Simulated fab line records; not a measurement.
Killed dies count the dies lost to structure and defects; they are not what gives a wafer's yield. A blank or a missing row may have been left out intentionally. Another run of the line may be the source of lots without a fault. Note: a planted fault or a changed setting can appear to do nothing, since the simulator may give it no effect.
fab line records | flow rit-cmos
record: lots: 6 wafers: 18 last-day: 7
route steps=202 shown GATE@96 REOX@98 NLDD@103 M1@202
lots that met no fault: from a run of the same line without faults
start-h: hours from the record's opening day to when the first of the lot's shown wafers began | wait-h: how many hours have passed since the lot's step before this one | " same as the row above | L1.1+2: several wafers, shown together as one row | - no value, or no start given | * or withheld: withheld | < > ~ a bound
route shown NAME@n: names a module that has steps shown in the file, with the first one's number in the route | usual: the fault-free wafers' mean and standard deviation | same: alike in all rows | chamber/n: place in a boat | sites: the reading at each site | _std_site: the values' standard deviation | _edge_site: outer sites' mean less inner sites' | radius-mm: how far each site lies from the wafer's centre | mask NAME#n: copy n | behind: the tool/chamber that last shaped the wafer | hold: why the lot went on hold/how many hours it stayed there/how the hold came to an end | device: which transistor (n, p or np) failed to switch | end of line: at the end of the route, the tests of the same wafers | a step given without rows: its recipe and nothing more | killed: dies lost to structure and defects at the first sort, not the wafer's yield | map: dies across one wafer; x = killed, . = not, _ = none there
set.NAME: the setting the step ran with; set.NAME@STEP: the setting that earlier step ran with | model.NAME: the simulator's own value behind a step, which no gauge read
lots at some steps of the route; a table a step, a row a wafer
services: when a tool's chamber went out of use (start-h, in hours from the record's first day, below 0 if earlier), for how many hours, and the reason
== steps ==
step: RIT_GATE_STRIP_20
recipe: chemistry: O2 time-s: 180 resist: NOVOLAK platen-temp-c: withheld power-w: 500 pressure-mtorr: 4000 o2-flow-sccm: 4000
usual: drypump-motor-current-A: 5.63/0.28
columns lot.wafer tool chamber start-h wait-h drypump-motor-current-A rf-hours-counter-h
L678.1 plasma-asher-03 0 38.33 0.1 5.25 40
L678.5 " 1 " " 5.44 -
L678.6 " 0 " " 5.24 -
L683.3 plasma-asher-01 1 62.83 0.1 6.04 -
L683.4 " 0 " " 5.38 -
L683.5 " 0 " " 5.38 -
L685.2 plasma-asher-01 0 73.83 0.1 5.38 42
L685.4 " 1 " " 6.06 -
L685.5 " 1 " " 6.04 -
L687.2 plasma-asher-01 0 81.62 0.1 5.38 43
L687.4 " 0 " " 5.37 -
L687.5 " 1 " " 6.02 -
L698.3 plasma-asher-01 1 140.36 0.1 6.02 -
L698.4 " 0 " " 5.36 -
L698.5 " 0 " " 5.37 -
L701.4 plasma-asher-03 1 153.83 0.1 5.44 -
L701.5 " 0 " " 5.24 -
L701.6 " 1 " " 5.43 -
step: RIT_GATE_CD_MEAS_90
recipe: target-cd-nm: 150
usual: cd-nm: 149.0/2.6
columns lot.wafer tool chamber start-h wait-h cd-nm
L678.1 cd-sem-01 - 38.50 0.1 148.0
L678.5 " - " " 147.5
L678.6 " - " " 147.5
L683.3 cd-sem-01 - 62.99 0.1 146.6
L683.4 " - " " 145.7
L683.5 " - " " 146.0
L685.2 cd-sem-01 - 74.02 0.1 155.6
L685.4 " - " " 153.0
L685.5 " - " " 153.3
L687.2 cd-sem-01 - 81.82 0.1 148.5
L687.4 " - " " 146.1
L687.5 " - " " 148.8
L698.3 cd-sem-01 - 140.51 0.1 149.8
L698.4 " - " " 149.6
L698.5 " - " " 149.0
L701.4 cd-sem-02 - 154.01 0.1 147.7
L701.5 " - " " 146.1
L701.6 " - " " 145.6
step: RIT_REOX_CLEAN_00
recipe: chemistry: SC1 mix: 3:3:50 time-s: 600 temp-c: 75
step: RIT_REOX_CLEAN_01
recipe: chemistry: dHF dilution: 50:1 time-s: 30
step: RIT_REOX_CLEAN_02
recipe: chemistry: SC2 mix: 3:3:50 time-s: 600 temp-c: 75 dry: n2-spin
step: RIT_REOX_OXIDATION_03
recipe: temp-c: 900 ambient: O2 target-thk-a: 252 ox-time-s: 5580
step: RIT_REOX_THK_MEAS_04
recipe: reads: SiO2_of_REOX_OXIDATION_03
usual: REOX_OXIDE_THK: 25.0/0.5
columns lot.wafer tool chamber start-h wait-h REOX_OXIDE_THK[nm]
L678.1 film-metro-04 - 41.54 0.0 25.2
L678.5 " - " " 25.5
L678.6 " - " " 25.4
L683.3 film-metro-04 - 66.01 0.0 24.5
L683.4 " - " " 24.3
L683.5 " - " " 24.6
L685.2 film-metro-02 - 77.12 0.0 25.8
L685.4 " - " " 26.0
L685.5 " - " " 25.8
L687.2 film-metro-04 - 84.88 0.0 26.4
L687.4 " - " " 26.2
L687.5 " - " " 26.1
L698.3 film-metro-02 - 143.53 0.0 25.7
L698.4 " - " " 25.1
L698.5 " - " " 25.1
L701.4 film-metro-04 - 157.05 0.0 24.9
L701.5 " - " " 25.0
L701.6 " - " " 25.0
step: RIT_NLDD_HMDS_00
recipe: prime-time-s: 60 prime-temp-c: 140
step: RIT_NLDD_COAT_01
recipe: resist: NOVOLAK spin-rpm: 3250 resist-thk-nm: 1000
step: RIT_NLDD_SOFTBAKE_02
recipe: resist: NOVOLAK temp-c: 90 time-s: 60
step: RIT_NLDD_EXPOSE_03
recipe: mask-id: M7 na: 0.57 target-cd-nm: 40700 dose-mj: 250
step: RIT_NLDD_PEB_04
recipe: resist: NOVOLAK temp-c: withheld time-s: withheld
step: RIT_NLDD_DEVELOP_05
recipe: resist: NOVOLAK develop-time-s: 50 dev-temp-c: 23
usual: developer-temp-C: 23.01/0.12
columns lot.wafer tool chamber start-h wait-h developer-temp-C
L678.1 litho-track-03 0 42 - 22.88
L678.5 " 0 " " 22.94
L678.6 " 0 " " 22.86
L683.3 litho-track-02 0 66 - 22.94
L683.4 " 0 " " 23.01
L683.5 " 0 " " 22.99
L685.2 litho-track-04 0 77 - 23.18
L685.4 " 0 " " 23.26
L685.5 " 0 " " 23.28
L687.2 litho-track-02 0 85 - 23.01
L687.4 " 0 " " 23.08
L687.5 " 0 " " 23.03
L698.3 litho-track-04 0 144 - 21.89
L698.4 " 0 " " 22.06
L698.5 " 0 " " 21.92
L701.4 litho-track-04 0 157 - 22.15
L701.5 " 0 " " 22.25
L701.6 " 0 " " 22.05
step: RIT_NLDD_OVL_MEAS_06
usual: NLDD_OVL: 0.1/1.6
columns lot.wafer tool chamber start-h wait-h NLDD_OVL[nm]
L678.1 overlay-02 - 42.61 - -0.7
L678.5 " - " " -0.5
L678.6 " - " " -0.4
L683.3 overlay-02 - 66.91 - -2.4
L683.4 " - " " -0.6
L683.5 " - " " -2.5
L685.2 overlay-01 - 78.02 - 2.0
L685.4 " - " " -0.1
L685.5 " - " " 2.8
L687.2 overlay-01 - 85.78 - -3.0
L687.4 " - " " -1.1
L687.5 " - " " -3.0
L698.3 overlay-01 - 144.56 - 1.3
L698.4 " - " " 0.8
L698.5 " - " " 0.5
L701.4 overlay-02 - 157.95 - 2.1
L701.5 " - " " 1.5
L701.6 " - " " 1.7
step: RIT_M1_PROBE_99
usual: killed-at-front-end: 7/3 killed-dies: 7/3.1 killed-open: 3.4/2.1 killed-short: 3.2/1.9
same: gross-dies: 264 killed_at_M0_to_M3: 0 killed_at_M4_up: 0 killed-at-back-side: 0 killed-at-contacts: 0 killed-at-other: 0
columns lot.wafer tool chamber start-h wait-h killed-at-front-end killed-dies killed-open killed-short
L683.3 prober-01 - 82.22 0.2 6 6 3 3
L683.4 prober-01 - 82.27 0.2 4 4 3 1
L683.5 prober-01 - 82.32 0.2 3 3 1 2
L687.2 prober-01 - 101.55 0.1 5 5 3 2
L687.4 prober-01 - 101.65 0.2 8 8 2 6
L687.5 prober-01 - 101.70 0.2 10 10 4 6
killed by level:class
L683.3 GATE:geometric-particle:short=2 FOX1:geometric-particle:short=1 FOX1:geometric-particle:open=1 FOX2:geometric-particle:open=1 REOX:geometric-particle:open=1
L683.4 FOX1:geometric-particle:open=1 GATE:geometric-particle:open=1 GATE:geometric-particle:short=1 SILICIDE:geometric-particle:open=1
L683.5 GATE:geometric-particle:open=1 GATE:geometric-particle:short=1 REOX:geometric-particle:short=1
L687.2 FOX1:geometric-particle:open=1 FOX1:geometric-particle:short=1 GATE:geometric-particle:open=1 GATE:geometric-particle:short=1 SPACER:geometric-particle:open=1
L687.4 GATE:geometric-particle:short=4 GATE:geometric-particle:open=2 FOX1:geometric-particle:short=1 SPACER:geometric-particle:short=1
L687.5 GATE:geometric-particle:short=4 GATE:geometric-particle:open=3 REOX:geometric-particle:open=1 SPACER:geometric-particle:short=1 SILICIDE:geometric-particle:short=1
== services ==
columns tool chamber start-h hours kind
plasma-asher-01 - 17.66 12.7 repair
plasma-asher-01 - 108.75 9.0 pm
plasma-asher-01 0 108.75 9.0 vent-cycle
plasma-asher-01 1 108.75 9.0 vent-cycle
plasma-asher-03 - 114.87 0.8 repair
plasma-asher-01 0 117.75 - clean
plasma-asher-01 1 117.75 - clean
== key ==
first-sign: step: RIT_NLDD_DEVELOP_05 reading: developer-temp-C direction: down sigmas: 8 usual: * struck: *
effect none on later readings
met-at RIT_NLDD_DEVELOP_05
struck-wafers L698.3,L698.4,L698.5,L701.4,L701.5,L701.6
tester-left-out L698,L701
onset-between 77 144
fault: kind: process-parameter-drift tool: litho-track-04 chamber: - onset-h: 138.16 steps: RIT_NLDD_DEVELOP_05 channel: dev-temp-c offset: * shape: step end-h: 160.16 acts-in: * stated: *
tester-left-out: of these lots the tester's yield and bins aren't shown, on N5 and GAA mostly nor the transistor test; their killed dies are dies lost to structure and defects alone, not to doping, threshold or leakage, so they don't give the yield
